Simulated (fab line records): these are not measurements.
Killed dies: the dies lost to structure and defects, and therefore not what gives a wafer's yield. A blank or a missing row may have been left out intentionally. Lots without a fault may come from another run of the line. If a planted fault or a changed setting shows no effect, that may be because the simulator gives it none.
2 desks looking at one fault :: flow ritCmos :: every desk sees just its own numbers, and what lay behind them comes last

== DESK OF THE TOOL OWNER: lpcvd-01 ==
The tool's own readings at RIT_SPACER_CVD_03 (deposits Si3N4 from SiH2Cl2/NH3, target thk 250 nm, time 3300 s): means of the sampled wafers that have a number, for each lot that ran on this tool. If a lot's mean is further than 4 standard deviations from the usual mean, the lot is out of limits and carries the mark OUT (the distance appears in the brackets).
Columns: A = sih2cl2FlowSccm at RIT_SPACER_CVD_03, usual 59.99 sccm; B = spikeTcCentreC at RIT_SPACER_CVD_03, usual 811.9 C; C = spikeTcLoadC at RIT_SPACER_CVD_03, usual 833.8 C; D = spikeTcSourceC at RIT_SPACER_CVD_03, usual 835.1 C; E = susceptorTempC at RIT_SPACER_CVD_03, usual 810.0 C
lot: L288
first seen here: day 3 00:36
A: 59.99
B: 813.0
C: 833.9
D: 833.3
E: 809.7

lot: L289
first seen here: day 3 07:37
A: 60.03
B: 813.5
C: 834.0
D: 835.0
E: 809.8

lot: L291
first seen here: day 3 14:25
A: 60.05
B: 811.4
C: 835.2
D: 836.8
E: 809.8

lot: L294
first seen here: day 4 09:19
A: 59.83
B: 810.8
C: 834.0
D: 836.3
E: 809.7

lot: L296
first seen here: day 4 22:09
A: 60.05
B: 813.0
C: 834.0
D: 834.0
E: 810.0

lot: L307
first seen here: day 7 02:03
A: 59.90
B: 855.8 (+27) OUT
C: 880.6 (+43) OUT
D: 881.4 (+23) OUT
E: 854.9 (+99 or more) OUT
This desk's verdict: out of limits on L307, starting with L307 at day 7 02:03 (spikeTcCentreC at RIT_SPACER_CVD_03). In limits: L288, L289, L291, L294, L296.

== METROLOGY DESK ==
Lot by lot, what the gauges showed, no matter which tool ran the lot: averages of those sampled wafers that carry a number. If a lot's mean is further than 4 standard deviations from the usual mean, the lot is out of limits and carries the mark OUT (the distance appears in the brackets).
Columns: A = SPACER_NITRIDE_THK at RIT_SPACER_THK_MEAS_04, usual 250.5 nm
lot: L288
first seen here: day 3 02:32
A: 254.5

lot: L289
first seen here: day 3 09:32
A: 249.4

lot: L291
first seen here: day 3 16:20
A: 248.3

lot: L292
first seen here: day 4 05:27
A: 249.7

lot: L294
first seen here: day 4 11:14
A: 248.8

lot: L295
first seen here: day 4 15:09
A: 250.9

lot: L296
first seen here: day 5 01:02
A: 252.0

lot: L298
first seen here: day 5 07:02
A: 255.0

lot: L299
first seen here: day 5 11:34
A: 249.2

lot: L301
first seen here: day 5 21:01
A: 253.1

lot: L307
first seen here: day 7 03:58
A: 420.5 (+68) OUT

lot: L308
first seen here: day 7 09:51
A: 251.5

lot: L310
first seen here: day 7 22:58
A: 252.9
Finding of this desk: L307 out of limits, first seen on L307 at day 7 03:58 (SPACER_NITRIDE_THK at RIT_SPACER_THK_MEAS_04). In limits: L288, L289, L291, L292, L294, L295, L296, L298, L299, L301, L308, L310.

== ALL TOGETHER ==
The tool owner's desk had the chance to raise an alarm at day 7 02:03 on L307.
Metrology desk: alarm possible at day 7 03:58 on L307.
On lpcvd-01, each named lot ran RIT_SPACER_CVD_03.

== WHAT THE SIMULATOR HAD INSERTED ==
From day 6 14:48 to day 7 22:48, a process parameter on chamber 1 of lpcvd-01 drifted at RIT_SPACER_CVD_03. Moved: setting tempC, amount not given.
Shown lots that were struck: L307.
Counting hours from when the fault started, the first reading out of limits came at 11 for the tool owner's desk and at 13 for the metrology desk.
